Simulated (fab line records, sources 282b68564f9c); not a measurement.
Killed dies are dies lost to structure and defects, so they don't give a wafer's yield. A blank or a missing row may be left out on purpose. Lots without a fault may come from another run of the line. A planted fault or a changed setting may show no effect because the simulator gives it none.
Split-lot experiment | flow rit_cmos | 5 lots, 23 wafers read, on a route of 202 steps

THE SPLIT
At RIT_GATE_CVD_08 (deposits poly-Si from SiH4, target thk 250 nm, time 2220 s), the setting pressure_mtorr was moved away from the recipe's 300 mTorr on 15 of the 23 wafers read, by -6.6% to +12.7%. The other wafers ran this setting at the recipe's value.

The file shows no step between the split and the reading.

THE READING
GATE_POLY_THK, in nm, at RIT_GATE_THK_MEAS_09. Fault-free wafers of this fab line usually give 251.3 nm, standard deviation 2 nm.

wafer  | tool, chamber at the split | pressure_mtorr as run, mTorr | against the recipe | GATE_POLY_THK, nm | against lot-mates on the recipe
L076.1 | -, -                       | 300                          | recipe             | 249.4             | -
L076.2 | -, -                       | 300                          | recipe             | 250.7             | -
L076.3 | -, -                       | 300                          | recipe             | 248.8             | -
L076.4 | -, -                       | 300                          | recipe             | 250.4             | -
L076.5 | -, -                       | 300                          | recipe             | 248.9             | -
L077.1 | -, -                       | 328.6                        | +9.5%              | 261.6             | no lot-mate on the recipe
L077.3 | -, -                       | 328.6                        | +9.5%              | 265.4             | no lot-mate on the recipe
L077.4 | -, -                       | 328.6                        | +9.5%              | 260.4             | no lot-mate on the recipe
L077.5 | -, -                       | 328.6                        | +9.5%              | 261.5             | no lot-mate on the recipe
L077.6 | -, -                       | 328.6                        | +9.5%              | 261.9             | no lot-mate on the recipe
L078.1 | -, -                       | 280.2                        | -6.6%              | 242.0             | no lot-mate on the recipe
L078.2 | -, -                       | 280.2                        | -6.6%              | 241.7             | no lot-mate on the recipe
L078.3 | -, -                       | 280.2                        | -6.6%              | 242.0             | no lot-mate on the recipe
L078.4 | -, -                       | 280.2                        | -6.6%              | 242.8             | no lot-mate on the recipe
L078.5 | -, -                       | 280.2                        | -6.6%              | 242.3             | no lot-mate on the recipe
L079.1 | lpcvd-01, 0                | 300                          | recipe             | 247.8             | -
L079.5 | lpcvd-01, 0                | 300                          | recipe             | 249.1             | -
L079.6 | lpcvd-01, 0                | 300                          | recipe             | 248.8             | -
L082.1 | -, -                       | 338.2                        | +12.7%             | 266.6             | no lot-mate on the recipe
L082.2 | -, -                       | 338.2                        | +12.7%             | 267.3             | no lot-mate on the recipe
L082.3 | -, -                       | 338.2                        | +12.7%             | 265.0             | no lot-mate on the recipe
L082.4 | -, -                       | 338.2                        | +12.7%             | 267.6             | no lot-mate on the recipe
L082.6 | -, -                       | 338.2                        | +12.7%             | 265.3             | no lot-mate on the recipe

THE FIT
A straight line over all 23 wafers: GATE_POLY_THK changes by +1.27 nm for each +1% of pressure_mtorr; r = +0.99; the points scatter about the line by 1.2 nm.
Too few moved wafers have a lot-mate on the recipe to fit a line with each lot's own level taken away.

THE WHOLE CHAIN: every reading that the file lists as answering this split, in the file's order
step                  | what it does                                                                    | reading                                                                        | change (the file's fit)              | r (the file's)
RIT_GATE_CVD_08       | deposits poly-Si from SiH4, target thk 250 nm, time 2220 s                      | poly-Si_of_GATE_CVD_08.thk_nm (the simulator's own value, which no gauge read) | +1.27 nm for each +1% of the setting | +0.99
RIT_GATE_THK_MEAS_09  |                                                                                 | GATE_POLY_THK                                                                  | +1.27 for each +1% of the setting    | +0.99
RIT_GATE_ETCH_19      | etches poly-Si in SF6/CHF3/O2, stops on SiO2, time 165 s, target depth 312.5 nm | etch.depth_nm (the simulator's own value, which no gauge read)                 | +1.27 nm for each +1% of the setting | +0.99
RIT_REOX_OXIDATION_03 | target thk 25.2 nm, ox time 5580 s                                              | poly-Si_of_GATE_CVD_08.thk_nm (the simulator's own value, which no gauge read) | +1.37 nm for each +1% of the setting | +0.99

THE FILE'S OWN FIT
GATE_POLY_THK changes by +1.27 nm for each +1% of pressure_mtorr, r = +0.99.
